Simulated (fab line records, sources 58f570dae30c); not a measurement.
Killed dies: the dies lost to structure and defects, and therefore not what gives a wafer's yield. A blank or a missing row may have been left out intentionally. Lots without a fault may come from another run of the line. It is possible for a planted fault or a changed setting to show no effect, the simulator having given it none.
Struck lot and sound lot, side by side | flow berkeley-cmos170 | 17 steps out of a route of 331
Sound: the wafers L975.1, L975.3, L975.6. Struck: wafers L986.1, L986.3, L986.4. At the end, the cause is stated.
Order at every step that has rows: each side's tool, ch and its chambers, its first start. Under that, the readings that differ: sound wafers | struck wafers | difference of the means | sigmas: that difference in standard deviations of wafers without a fault.
alike: readings whose means differ by less than 2 such deviations, and words and numbers that are the same on both sides. not compared: withheld readings, readings that some wafer has no value for, bounds like >300 that may hide the same value, and numbers for which the record gives no deviation and whose values overlap.
The two part at a step that has a row with sigmas, a row that says differs or no value, or rows on one side only. Non-overlapping numbers with no deviation appear without sigmas and do not part them. Lack of a reading on every wafer of one side parts them only where that side has two or more wafers.

first, 5 steps without rows for these wafers: UCB170_NLDD_COAT_01 (resist thk 900 nm); UCB170_NLDD_SOFTBAKE_02 (time 60 s); UCB170_NLDD_EXPOSE_03 (exposes mask NSELECT, target cd 1200 nm); UCB170_NLDD_PEB_04; UCB170_NLDD_DEVELOP_05 (develop time 45 s).
UCB170_NLDD_CD_MEAS_06: the cd target is 1200 nm.
  sound on cd-sem-02, day 6 19:35; struck on cd-sem-02, day 9 23:40
  alike: cd-nm
UCB170_NLDD_OVL_MEAS_07:
  sound on overlay-01, day 6 19:43; struck on overlay-01, day 9 23:47
  alike: NLDD_OVL
then, 2 steps without rows for these wafers: UCB170_NLDD_IMPLANT_08; UCB170_NLDD_IMPLANT_09.
UCB170_NLDD_STRIP_10: strips in O2.
  sound on plasma-asher-04 ch 0, day 6 20:03; struck on plasma-asher-03 ch 0,1, day 10 00:07
  alike: drypump-motor-current-A, oes-product-au, strip-time-to-endpoint-s
  not compared: rf-hours-counter-h
UCB170_NLDD_TW_MEAS_11:
  sound on film-metro-04, day 6 20:09; struck on film-metro-04, day 10 00:14
  alike: NLDD_TW
then, 1 step without rows for these wafers: UCB170_NLDD_CLEAN_12 (cleans in SPM, time 600 s).
UCB170_SPACER_CVD_00: deposits SiO2 from TEOS/O2, target thk 376 nm, time 47 s.
  sound on pecvd-03 ch 0,1,2, day 6 20:23; struck on pecvd-01 ch 0,1,2, day 10 00:29
  reading                                 | sound           | struck            | difference | sigmas
  model.SiO2_of_SPACER_CVD_00.thk-nm (nm) | 365.7 366.2 380 | 356.9 354.5 356.6 | -14.6      |
  alike: heater-power-w, susceptor-temp-C
UCB170_SPACER_THK_MEAS_01:
  sound on film-metro-01, day 6 20:26; struck on film-metro-02, day 10 00:45
  reading              | sound       | struck      | difference | sigmas
  SPACER_TEOS_THK (nm) | 365 366 380 | 357 354 357 | -14        | -3
  not compared: hold
UCB170_SPACER_ETCHBACK_03: etches SiO2 in CHF3/CF4/Ar, stops on Si, target depth 376 nm, time 100 s.
  sound on rie-diel-01 ch 1,2,3, day 7 01:15; struck on rie-diel-03 ch 1,2,3, day 10 10:09
  reading                  | sound           | struck            | difference | sigmas
  model.etch.depth-nm (nm) | 365.7 366.2 380 | 356.9 354.5 356.6 | -14.6      |
  alike: CHF3_flow_sccm, drypump-motor-current-A, mfc-ar-sccm, oes-product-au, throttle-valve-pct
  not compared: rf-hours-counter-h
then, 1 step without rows for these wafers: UCB170_PSD_HMDS_00 (prime time 60 s).
UCB170_M3_PROBE_99:
  rows exist in the record for the struck wafers here (prober-02, day 11 12:46), but not for the sound ones

== WHERE THEY PART ==
At UCB170_SPACER_THK_MEAS_01 first; at UCB170_M3_PROBE_99 last (within this record only).

WHY: whatever the simulator had introduced
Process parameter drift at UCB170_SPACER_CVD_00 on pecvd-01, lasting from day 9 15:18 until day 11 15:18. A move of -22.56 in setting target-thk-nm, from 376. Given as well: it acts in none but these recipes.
